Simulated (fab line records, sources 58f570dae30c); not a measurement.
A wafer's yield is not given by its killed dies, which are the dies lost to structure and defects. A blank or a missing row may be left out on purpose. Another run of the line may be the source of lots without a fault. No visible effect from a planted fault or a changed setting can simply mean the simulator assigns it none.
Lot-split experiment | flow berkeley-cmos170 | route with 331 steps; 5 lots, 23 wafers read

## ABOUT THE SPLIT
At UCB170_NWELL_IMPLANT_14, the setting energy-kev was moved away from the recipe's 150 on 7 of the 23 wafers read, by -4.9% to +4.7%. All remaining wafers had this setting at the recipe value.

Reading taken at the split's own step.

## THE READING
The simulator's own value implant.drp-nm, read by no gauge, in nm at UCB170_NWELL_IMPLANT_14. There is no usual value for it anywhere in the file.

wafer  | tool, chamber at the split | energy-kev as run | against the recipe | implant.drp-nm, nm | against lot-mates on the recipe
L078.1 | implanter-01, 0            | 150               | recipe             | 62.72              | -
L078.2 | implanter-01, 0            | 150               | recipe             | 62.72              | -
L078.3 | implanter-01, 0            | 150               | recipe             | 62.72              | -
L078.5 | implanter-01, 0            | 150               | recipe             | 62.72              | -
L078.6 | implanter-01, 0            | 150               | recipe             | 62.72              | -
L077.1 | implanter-01, 0            | 150               | recipe             | 62.72              | -
L077.2 | implanter-01, 0            | 150               | recipe             | 62.72              | -
L077.3 | implanter-01, 0            | 150               | recipe             | 62.72              | -
L079.1 | implanter-01, 0            | 150               | recipe             | 62.72              | -
L079.3 | implanter-01, 0            | 150               | recipe             | 62.72              | -
L079.4 | implanter-01, 0            | 150               | recipe             | 62.72              | -
L079.5 | implanter-01, 0            | 145.2             | -3.2%              | 61.15              | -1.57
L079.6 | implanter-01, 0            | 145.2             | -3.2%              | 61.15              | -1.57
L080.1 | implanter-01, 0            | 150               | recipe             | 62.72              | -
L080.5 | implanter-01, 0            | 150               | recipe             | 62.72              | -
L080.2 | implanter-01, 0            | 157.1             | +4.7%              | 64.94              | +2.22
L080.4 | implanter-01, 0            | 157.1             | +4.7%              | 64.94              | +2.22
L080.6 | implanter-01, 0            | 157.1             | +4.7%              | 64.94              | +2.22
L081.1 | implanter-02, 0            | 142.7             | -4.9%              | 60.32              | -2.40
L081.3 | implanter-02, 0            | 142.7             | -4.9%              | 60.32              | -2.40
L081.2 | implanter-02, 0            | 150               | recipe             | 62.72              | -
L081.5 | implanter-02, 0            | 150               | recipe             | 62.72              | -
L081.6 | implanter-02, 0            | 150               | recipe             | 62.72              | -

THE FIT
A straight line over all 23 wafers: implant.drp-nm changes by +0.481 nm for each +1% of energy-kev; r = +1.00; the points scatter about the line by 0.025 nm.
The same after taking each lot's own level away (the mean of its wafers on the recipe; 23 wafers): +0.481 nm for each +1%; r = +1.00; scatter 0.025 nm.
The reading moves by 2.3 nm for the largest change in energy-kev, on that fit.
The lots' own levels span 62.720 to 62.720 nm.
The two slopes are in agreement: the lot-to-lot level therefore moves the slope only a little.
Check: with one of the wafers moved furthest among these (-4.9%) left out of the fit, the line predicts -2.34 nm for it against its lot-mates. Against them it came out at -2.4 nm.

## ADDITIONAL SPLITS CARRIED BY THESE WAFERS
Note: prior to the reading, these wafers also went through further splits. Each is held against what the fit with the lots' levels taken away leaves over:
other split on the same wafers    | wafers away from the commonest value | r with implant.drp-nm (lot level and that fit taken away)
UCB170_ZERO_COAT_01 resist-thk-nm | 7                                    | -0.32
UCB170_NWELL_CVD_04 temp-c        | 15                                   | -0.03

## THE WHOLE CHAIN: every reading that the file lists as answering this split, in the file's order
step                    | what it does | reading                                                         | change (the file's fit)               | r (the file's)
UCB170_NWELL_IMPLANT_14 |              | implant.rp-nm (the simulator's own value, which no gauge read)  | +1.97 nm for each +1% of the setting  | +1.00
UCB170_NWELL_IMPLANT_14 |              | implant.drp-nm (the simulator's own value, which no gauge read) | +0.483 nm for each +1% of the setting | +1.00

## THE FILE'S OWN FIT
implant.drp-nm changes by +0.483 nm for each +1% of energy-kev, r = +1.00.
